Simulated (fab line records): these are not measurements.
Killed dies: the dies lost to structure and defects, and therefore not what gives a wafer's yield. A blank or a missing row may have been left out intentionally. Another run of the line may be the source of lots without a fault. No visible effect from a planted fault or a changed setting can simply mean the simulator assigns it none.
Commonality check across tools -- flow berkeley-cmos170 -- Sample size 12 lots and 36 wafers

REASON FOR OPENING
Of 12 lots, 3 have the reading NLDD_OVL flagged at UCB170_NLDD_OVL_MEAS_07. Fault-free wafers read -1 nm, with a standard deviation of 5.3.
Rule: flag the lot when none of its wafers has a number, or when each of its wafers that has one lies beyond 4 standard deviations from that mean. The other lots count as sound.

lot,measured,on,"NLDD_OVL (nm), wafer by wafer",flag
L464,day 6 02:44,overlay-02,11 0 -5,
L465,day 6 03:38,overlay-02,-7 -8 -8,
L466,day 6 14:52,overlay-02,-4 -3 -4,
L468,day 7 03:39,overlay-02,3 -8 -3,
L469,day 7 04:16,overlay-02,8 12 15,
L471,day 8 04:00,overlay-01,254 255 264,FLAGGED
L472,day 8 04:31,overlay-02,-7 -6 -4,
L474,day 8 08:46,overlay-02,5 -1 0,
L473,day 8 08:46,overlay-01,265 262 261,FLAGGED
L476,day 8 13:37,overlay-02,249 252 255,FLAGGED
L477,day 9 05:58,overlay-01,-6 3 -1,
L484,day 10 20:05,overlay-01,5 2 7,
Average over the flagged lots: 257 nm; offset from the usual +258 nm, equal to +49 standard deviations.

WHICH TOOL RAN EACH LOT
The record keeps 1 process step preceding the reading, out of 331 steps on the route. Every cell lists first the tool, next ch and the chambers used by the sampled wafers, and last the start.
lot,flag,UCB170_NLDD_EXPOSE_03
L464,,"krf-scanner-02 ch 0, day 6 02:02"
L465,,"krf-scanner-01 ch 0, day 6 03:07"
L466,,"krf-scanner-01 ch 0, day 6 14:21"
L468,,"krf-scanner-02 ch 0, day 7 02:47"
L469,,"krf-scanner-02 ch 0, day 7 03:38"
L471,FLAGGED,"krf-scanner-02 ch 0, day 8 03:27"
L472,,"krf-scanner-01 ch 0, day 8 04:00"
L474,,"krf-scanner-01 ch 0, day 8 07:53"
L473,FLAGGED,"krf-scanner-02 ch 0, day 8 08:06"
L476,FLAGGED,"krf-scanner-02 ch 0, day 8 13:07"
L477,,"krf-scanner-01 ch 0, day 9 05:19"
L484,,"krf-scanner-01 ch 0, day 10 19:36"
What is done by these steps:
- UCB170_NLDD_EXPOSE_03: exposes mask NSELECT, target cd 1200 nm.
- UCB170_NLDD_OVL_MEAS_07

FLAGGED OVER TOTAL, TOOL BY TOOL (the gauges that took the reading come last)
step,tool,lots run,flagged,share of the flagged lots,sound lots run after its first flagged lot
UCB170_NLDD_EXPOSE_03,krf-scanner-01,6,0,none,-
UCB170_NLDD_EXPOSE_03,krf-scanner-02,6,3,all,0
UCB170_NLDD_OVL_MEAS_07,overlay-01,4,2,some,"2 (L477,L484)"
UCB170_NLDD_OVL_MEAS_07,overlay-02,8,1,some,0

THE TABLE: WHAT IT ALLOWS
In the table, 1 row covers all flagged lots: krf-scanner-02 at UCB170_NLDD_EXPOSE_03.
- krf-scanner-02 at UCB170_NLDD_EXPOSE_03 ran 6 lots, 3 of them flagged. It ran its last sound lot, L469, at day 7 03:38 and its first flagged lot, L471, at day 8 03:27: a fault with its onset between the two fits.
Left over: one tool, krf-scanner-02 at UCB170_NLDD_EXPOSE_03.

WHAT THE SIMULATOR PUT IN
Scanner matching overlay: krf-scanner-02, from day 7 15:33 on, at UCB170_NLDD_EXPOSE_03. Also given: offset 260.
Lots struck among those shown: L471, L473, L476. This agrees with what the rule above found.
